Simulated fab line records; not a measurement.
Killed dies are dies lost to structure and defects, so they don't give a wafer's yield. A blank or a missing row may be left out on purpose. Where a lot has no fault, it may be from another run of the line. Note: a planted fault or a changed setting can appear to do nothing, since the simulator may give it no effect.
Which of the tools did it? / flow berkeley cmos170 / 7 lots, 21 wafers sampled, at 2 steps of a route of 331

## WHAT THE GAUGES READ, wafer by wafer
UCB170_SPACER_THK_MEAS_01.
lot=L754; measured=day 7 03:10; on=film metro-01; SPACER_TEOS_THK (nm)=372 374 381
lot=L756; measured=day 7 03:07; on=film metro-04; SPACER_TEOS_THK (nm)=362 370 370
lot=L762; measured=day 8 11:57; on=film metro-04; SPACER_TEOS_THK (nm)=373 386 385
lot=L765; measured=day 10 04:16; on=film metro-01; SPACER_TEOS_THK (nm)=386 474 383
lot=L768; measured=day 10 16:56; on=film metro-04; SPACER_TEOS_THK (nm)=376 461 380
lot=L773; measured=day 11 17:31; on=film metro-04; SPACER_TEOS_THK (nm)=371 370 377
lot=L776; measured=day 12 07:23; on=film metro-02; SPACER_TEOS_THK (nm)=383 380 377

## EACH LOT AND THE TOOL THAT RAN IT (in order: tool; ch and the chambers of the sampled wafers; start)
lot=L754; UCB170_SPACER_CVD_00=pecvd-04 ch 1,2, day 7 03:07
lot=L756; UCB170_SPACER_CVD_00=pecvd-04 ch 0,1,2, day 7 03:04
lot=L762; UCB170_SPACER_CVD_00=pecvd-01 ch 0,1, day 8 11:53
lot=L765; UCB170_SPACER_CVD_00=pecvd-01 ch 0,1,2, day 10 04:13
lot=L768; UCB170_SPACER_CVD_00=pecvd-01 ch 0,1, day 10 16:53
lot=L773; UCB170_SPACER_CVD_00=pecvd-02 ch 0,2, day 11 17:28
lot=L776; UCB170_SPACER_CVD_00=pecvd-02 ch 0,1,2, day 12 07:20
- UCB170_SPACER_CVD_00: deposits SiO2 from TEOS/O2, target thk 376 nm, time 47 s.

## THE ANSWER, worked out from the rows above alone
Rule: the usual values come from the lots themselves. The widest of any qualifying gaps counts: lots, ordered by their means at a reading, are off when they make up no more than a third of the lots, leave a main group of 4 or more, and stand apart from it by 3 or more times the standard deviation of that group's means. A main group whose means are all the same, to the digits that the tables above print for the reading, isn't used. Also off: a lot with no number at a reading for which 4 or more lots have one. The other lots that the step has rows for count as sound.
Off: L765, L768, at UCB170_SPACER_THK_MEAS_01 (SPACER_TEOS_THK). Main group: mean 375 nm, sd 5.1.
A tool fits if, at a process step before that reading, it ran every lot that is off, and no sound lot after the first of them. Those tools and the gauges at UCB170_SPACER_THK_MEAS_01 are tried in the same way. One fits: pecvd-01 at UCB170_SPACER_CVD_00. A fault onset in the window from L762 (day 8 11:53, its last sound lot) to L765 (day 10 04:13, its first lot off) fits.

## WHAT WAS PUT IN BY THE SIMULATOR
pecvd-01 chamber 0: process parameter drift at UCB170_SPACER_CVD_00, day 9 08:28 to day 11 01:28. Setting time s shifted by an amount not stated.
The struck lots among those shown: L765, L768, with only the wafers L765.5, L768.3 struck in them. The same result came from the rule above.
